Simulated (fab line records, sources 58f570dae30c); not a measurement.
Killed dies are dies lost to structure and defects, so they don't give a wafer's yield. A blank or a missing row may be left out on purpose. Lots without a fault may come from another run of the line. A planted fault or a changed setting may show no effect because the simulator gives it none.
Which tool did it? | flow berkeley_cmos170 | 14 lots, 42 wafers sampled, at 6 steps of a route of 331

WHAT THE GAUGES READ, wafer by wafer
UCB170_PLDD_TW_MEAS_11. Usual: PLDD_TW 1014, standard deviation 5.
lot  | measured     | on            | PLDD_TW        | flag
L763 | day 7 08:59  | film_metro-03 | 1004 1015 1012 |
L761 | day 7 09:34  | film_metro-04 | 1016 1023 1013 |
L762 | day 7 10:37  | film_metro-01 | 1017 1022 1020 |
L765 | day 8 00:28  | film_metro-03 | 1010 1010 1015 |
L766 | day 8 01:11  | film_metro-03 | 1006 1012 1003 |
L767 | day 8 09:00  | film_metro-01 | 1011 1019 1020 |
L770 | day 8 18:19  | film_metro-03 | 1010 1014 1012 |
L771 | day 8 18:58  | film_metro-04 | 1015 1017 1020 |
L768 | day 8 19:05  | film_metro-03 | 1010 1008 1008 |
L769 | day 8 20:09  | film_metro-04 | 1019 1013 1018 |
L773 | day 9 22:23  | film_metro-03 | 1014 1014 1012 |
L778 | day 11 06:56 | film_metro-03 | 954 950 953    | OFF
L780 | day 11 07:28 | film_metro-03 | 949 955 955    | OFF
L781 | day 12 00:06 | film_metro-03 | 1013 1014 1005 |

UCB170_NSD_CD_MEAS_06: target cd 1200 nm. Usual: cd_nm 1200.1 nm, standard deviation 1.5.
lot  | measured     | on        | cd_nm (nm)           | flag
L763 | day 7 19:43  | cd_sem-01 | 1198.5 1198.5 1198.9 |
L761 | day 7 20:33  | cd_sem-02 | 1200.0 1201.0 1200.4 |
L762 | day 7 20:17  | cd_sem-01 | 1198.7 1198.1 1198.8 |
L765 | day 8 12:29  | cd_sem-01 | 1203.0 1202.2 1202.2 |
L766 | day 8 12:36  | cd_sem-01 | 1197.2 1198.2 1197.9 |
L767 | day 8 20:30  | cd_sem-01 | 1199.1 1199.4 1198.0 |
L770 | day 9 11:05  | cd_sem-01 | 1202.1 1201.1 1200.2 |
L771 | day 9 11:19  | cd_sem-01 | 1200.1 1200.1 1199.3 |
L768 | day 9 11:05  | cd_sem-02 | 1200.9 1199.9 1200.0 |
L769 | day 9 11:36  | cd_sem-02 | 1198.7 1200.5 1199.9 |
L773 | day 10 10:44 | cd_sem-02 | 1199.1 1197.8 1199.8 |
L778 | day 11 17:32 | cd_sem-02 | 1201.3 1199.4 1198.5 |
L780 | day 11 17:47 | cd_sem-02 | 1201.2 1199.9 1201.9 |
L781 | day 12 12:51 | cd_sem-02 | 1201.1 1197.9 1200.5 |

UCB170_SDANNEAL_RS_MEAS_04: measures by four-point-probe. Usual: PLDD_RS 1030.8 ohm/sq, standard deviation 2.6.
lot  | measured     | on            | PLDD_RS (ohm/sq)     | flag
L763 | day 7 21:55  | film_metro-01 | 1028.1 1027.1 1027.2 |
L761 | day 7 22:32  | film_metro-04 | 1027.3 1026.8 1029.7 |
L762 | day 7 22:12  | film_metro-03 | 1031.4 1031.1 1031.6 |
L765 | day 8 14:22  | film_metro-03 | 1029.7 1031.7 1027.9 |
L766 | day 8 14:41  | film_metro-01 | 1038.0 1035.9 1035.9 |
L767 | day 8 22:20  | film_metro-04 | 1032.6 1033.1 1029.7 |
L770 | day 9 12:57  | film_metro-03 | 1034.3 1034.0 1032.4 |
L771 | day 9 13:38  | film_metro-04 | 1030.4 1032.3 1030.8 |
L768 | day 9 13:14  | film_metro-01 | 1025.0 1030.4 1027.4 |
L769 | day 9 13:41  | film_metro-03 | 1027.4 1030.3 1025.7 |
L773 | day 10 12:41 | film_metro-01 | 1033.4 1030.0 1036.6 |
L778 | day 11 19:20 | film_metro-04 | 1190.6 1192.5 1191.4 | OFF
L780 | day 11 19:31 | film_metro-01 | 1192.6 1193.6 1191.3 | OFF
L781 | day 12 14:49 | film_metro-04 | 1031.4 1030.4 1031.3 |

WHICH TOOL RAN EACH LOT (tool, then ch and the chambers of the sampled wafers, then the start)
lot  | UCB170_PLDD_IMPLANT_09          | UCB170_PLDD_STRIP_10                 | UCB170_NLDD_STRIP_10
L763 | implanter-02 ch 0, day 7 08:44  | plasma_asher-02 ch 1, day 7 08:53    | plasma_asher-01 ch 0,1, day 7 11:44
L761 | implanter-02 ch 0, day 7 09:19  | plasma_asher-04 ch 0,1, day 7 09:28  | plasma_asher-02 ch 0,1, day 7 12:06
L762 | implanter-03 ch 0, day 7 10:04  | plasma_asher-04 ch 1, day 7 10:12    | plasma_asher-01 ch 0,1, day 7 12:35
L765 | implanter-02 ch 0, day 8 00:14  | plasma_asher-04 ch 0,1, day 8 00:23  | plasma_asher-02 ch 0,1, day 8 03:00
L766 | implanter-04 ch 0, day 8 00:58  | plasma_asher-03 ch 0,1, day 8 01:06  | plasma_asher-02 ch 0,1, day 8 03:44
L767 | implanter-03 ch 0, day 8 08:45  | plasma_asher-03 ch 0,1, day 8 08:54  | plasma_asher-03 ch 0,1, day 8 10:32
L770 | implanter-03 ch 0, day 8 18:05  | plasma_asher-04 ch 0,1, day 8 18:13  | plasma_asher-03 ch 0,1, day 8 21:35
L771 | implanter-04 ch 0, day 8 18:43  | plasma_asher-03 ch 0, day 8 18:52    | plasma_asher-02 ch 0,1, day 8 21:41
L768 | implanter-02 ch 0, day 8 18:50  | plasma_asher-02 ch 0,1, day 8 18:59  | plasma_asher-02 ch 0,1, day 8 21:55
L769 | implanter-04 ch 0, day 8 19:54  | plasma_asher-04 ch 0,1, day 8 20:03  | plasma_asher-03 ch 0,1, day 8 22:24
L773 | implanter-04 ch 0, day 9 22:10  | plasma_asher-02 ch 0,1, day 9 22:18  | plasma_asher-03 ch 0,1, day 10 00:16
L778 | implanter-02 ch 0, day 11 06:41 | plasma_asher-04 ch 0,1, day 11 06:49 | plasma_asher-02 ch 0,1, day 11 09:00
L780 | implanter-02 ch 0, day 11 07:13 | plasma_asher-02 ch 1, day 11 07:21   | plasma_asher-03 ch 0,1, day 11 09:14
L781 | implanter-04 ch 0, day 11 23:51 | plasma_asher-04 ch 0,1, day 12 00:00 | plasma_asher-03 ch 0,1, day 12 02:02
- UCB170_PLDD_IMPLANT_09
- UCB170_PLDD_STRIP_10: strips in O2.
- UCB170_NLDD_STRIP_10: strips in O2.

WHAT THE TOOLS THEMSELVES READ (means of the sampled wafers that have a number; where no wafer has one, the mark that the record gives instead)
UCB170_PLDD_IMPLANT_09. Usual: dose_ions_cm2 5.001e+13, standard deviation 5.4e+10; faraday_current_uA 158.4, standard deviation 2.8.
lot  | tool         | dose_ions_cm2 | faraday_current_uA | flag
L763 | implanter-02 | 5.003e+13     | 159.6              |
L761 | implanter-02 | 5.007e+13     | 161.9              |
L762 | implanter-03 | 4.999e+13     | 157.7              |
L765 | implanter-02 | 5.000e+13     | 160.9              |
L766 | implanter-04 | 4.997e+13     | 160.5              |
L767 | implanter-03 | 5.003e+13     | 155.2              |
L770 | implanter-03 | 5.005e+13     | 158.0              |
L771 | implanter-04 | 4.999e+13     | 159.8              |
L768 | implanter-02 | 5.006e+13     | 159.5              |
L769 | implanter-04 | 4.999e+13     | 158.8              |
L773 | implanter-04 | 4.996e+13     | 157.4              |
L778 | implanter-02 | 3.351e+13     | 105.3              | OFF
L780 | implanter-02 | 3.353e+13     | 105.1              | OFF
L781 | implanter-04 | 5.010e+13     | 155.4              |

UCB170_PLDD_STRIP_10. Usual: drypump_motor_current_A 5.9 A, standard deviation 0.5; o2_flow_sccm 399.9 sccm, standard deviation 1.1; oes_product_au 0.735 a.u., standard deviation 0.0045; strip_time_to_endpoint_s 21.64 s, standard deviation 0.073.
lot  | tool            | drypump_motor_current_A (A) | o2_flow_sccm (sccm) | oes_product_au (a.u.) | strip_time_to_endpoint_s (s) | flag
L763 | plasma_asher-02 | 6.1                         | 401.0               | 0.735                 | 21.57                        |
L761 | plasma_asher-04 | 5.7                         | 400.1               | 0.737                 | 21.62                        |
L762 | plasma_asher-04 | 5.5                         | 400.5               | 0.737                 | 21.58                        |
L765 | plasma_asher-04 | 5.9                         | 399.4               | 0.733                 | 21.69                        |
L766 | plasma_asher-03 | 5.3                         | 399.6               | 0.736                 | 21.74                        |
L767 | plasma_asher-03 | 5.3                         | 400.0               | 0.735                 | 21.66                        |
L770 | plasma_asher-04 | 5.9                         | 401.7               | 0.732                 | 21.59                        |
L771 | plasma_asher-03 | 5.7                         | 399.0               | 0.731                 | 21.68                        |
L768 | plasma_asher-02 | 6.5                         | 400.9               | 0.736                 | 21.59                        |
L769 | plasma_asher-04 | 5.9                         | 400.0               | 0.739                 | 21.83                        |
L773 | plasma_asher-02 | 6.3                         | 399.0               | 0.733                 | 21.61                        |
L778 | plasma_asher-04 | 5.7                         | 400.2               | 0.740                 | 21.70                        |
L780 | plasma_asher-02 | 6.0                         | 398.3               | 0.737                 | 21.57                        |
L781 | plasma_asher-04 | 5.9                         | 400.1               | 0.739                 | 21.63                        |

UCB170_NLDD_STRIP_10. Usual: drypump_motor_current_A 5.7 A, standard deviation 0.57; o2_flow_sccm 400.0 sccm, standard deviation 1.2; oes_product_au 0.734 a.u., standard deviation 0.0048; strip_time_to_endpoint_s 21.65 s, standard deviation 0.066.
lot  | tool            | drypump_motor_current_A (A) | o2_flow_sccm (sccm) | oes_product_au (a.u.) | strip_time_to_endpoint_s (s) | flag
L763 | plasma_asher-01 | 5.4                         | 400.2               | 0.729                 | 21.60                        |
L761 | plasma_asher-02 | 6.5                         | 400.5               | 0.733                 | 21.68                        |
L762 | plasma_asher-01 | 5.4                         | 400.0               | 0.736                 | 21.67                        |
L765 | plasma_asher-02 | 6.3                         | 400.6               | 0.736                 | 21.61                        |
L766 | plasma_asher-02 | 6.5                         | 399.8               | 0.731                 | 21.70                        |
L767 | plasma_asher-03 | 5.5                         | 400.4               | 0.736                 | 21.54                        |
L770 | plasma_asher-03 | 5.6                         | 400.0               | 0.734                 | 21.61                        |
L771 | plasma_asher-02 | 6.3                         | 400.9               | 0.731                 | 21.62                        |
L768 | plasma_asher-02 | 6.3                         | 400.5               | 0.730                 | 21.68                        |
L769 | plasma_asher-03 | 5.5                         | 397.7               | 0.738                 | 21.64                        |
L773 | plasma_asher-03 | 5.5                         | 399.6               | 0.731                 | 21.73                        |
L778 | plasma_asher-02 | 6.3                         | 399.8               | 0.734                 | 21.66                        |
L780 | plasma_asher-03 | 5.3                         | 400.4               | 0.733                 | 21.66                        |
L781 | plasma_asher-03 | 5.6                         | 399.5               | 0.734                 | 21.64                        |

THE ANSWER, worked out from the rows above alone
Rule: a lot is off if the mean of its wafers that have a number lies more than 3 standard deviations from the usual mean. A lot without any number at a reading at which 4 lots or more have one is off too. The other lots that the step has rows for count as sound. The gauges are gone through in route order, then the tools' own readings, and for those a lot's mean is taken as printed above. The first step at which some lot is off is used, and at that step the reading that is off furthest; a lot without a number counts as furthest.
Off: L778, L780, at UCB170_PLDD_TW_MEAS_11 (PLDD_TW).
A tool fits if, at a process step before that reading, it ran every lot that is off, and no sound lot after the first of them. The gauges at UCB170_PLDD_TW_MEAS_11 aren't tried: what is off there is off at UCB170_SDANNEAL_RS_MEAS_04 too, on other tools, and a gauge's error can't cause that. One fits: implanter-02 at UCB170_PLDD_IMPLANT_09. Its last sound lot is L768 (day 8 18:50), its first lot that is off L778 (day 11 06:41): a fault that began between those two fits.
The tool's own readings at UCB170_PLDD_IMPLANT_09 bear it out: on the lots that are off they differ by more than 5 times the standard deviation of the sound lots' means. dose_ions_cm2 reads 3.352e+13 there against 5.002e+13 on the sound lots; faraday_current_uA reads 105.2 there against 158.7 on the sound lots.

WHAT THE SIMULATOR HAD PUT IN
Process parameter drift: implanter-02, from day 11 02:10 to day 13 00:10, at UCB170_PLDD_IMPLANT_09. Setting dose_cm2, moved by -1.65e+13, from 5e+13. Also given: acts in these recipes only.
Lots struck among those shown: L778, L780. The rule above found the same.
